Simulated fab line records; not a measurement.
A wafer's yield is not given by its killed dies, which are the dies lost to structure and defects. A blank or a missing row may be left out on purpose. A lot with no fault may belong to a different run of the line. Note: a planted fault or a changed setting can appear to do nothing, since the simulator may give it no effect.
Chamber matching    flow berkeleyCmos170    UCB170_V2_CMP_02 on cmp-01 has 4 sister chambers
The step polishes SiO2. 18 wafers are shown with their chamber, then 9 later ones without.

WAFERS, EACH WITH ITS CHAMBER
wafer   chamber  motorCurrentA (A)
L444.1  2        17.0
L444.3  3        19.7
L444.5  0        16.8
L443.1  2        17.6
L443.4  1        13.4
L443.5  1        13.2
L447.2  1        13.3
L447.4  2        16.4
L447.6  2        17.0
L449.3  0        16.7
L449.4  2        17.2
L449.6  1        13.0
L451.1  0        16.6
L451.4  3        19.1
L451.6  0        16.9
L450.2  0        16.1
L450.5  1        12.4
L450.6  2        17.6

SIGNATURES (averages over the wafers above)
reading        chamber 0  chamber 1  chamber 2  chamber 3  scatter within a chamber
motorCurrentA  16.620     13.060     17.133     19.400     0.398
Rule: for each reading, subtract the chamber's mean from the wafer's reading, divide by that reading's scatter and square the result; add these up over the readings and take the root, which gives the wafer's distance from the chamber. If the next closest chamber is less than 2 further off than the closest, the wafer can't be placed; otherwise it belongs to the closest. The scatter: take each reading less its chamber's mean, square it, sum over the shown wafers, divide by the number of wafers less the number of chambers, and take the root.

WAFERS WITHOUT THEIR CHAMBER
wafer   motorCurrentA (A)
L456.1  19.3
L456.4  16.4
L456.5  17.5
L458.3  17.2
L458.4  18.9
L458.6  17.1
L462.3  16.3
L462.4  12.6
L462.6  17.1

THE CHAMBER EACH PASSED THROUGH
wafer   from the rows above      in truth
L456.1  3                        3
L456.4  can't be placed: 0 or 2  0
L456.5  can't be placed: 2 or 0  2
L458.3  can't be placed: 2 or 0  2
L458.4  3                        3
L458.6  can't be placed: 2 or 0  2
L462.3  can't be placed: 0 or 2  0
L462.4  1                        1
L462.6  can't be placed: 2 or 0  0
Correct placement for 3 of the 9. These rows do not allow placing 6 (true chamber among the candidates in 6). Placed wrongly: 0.
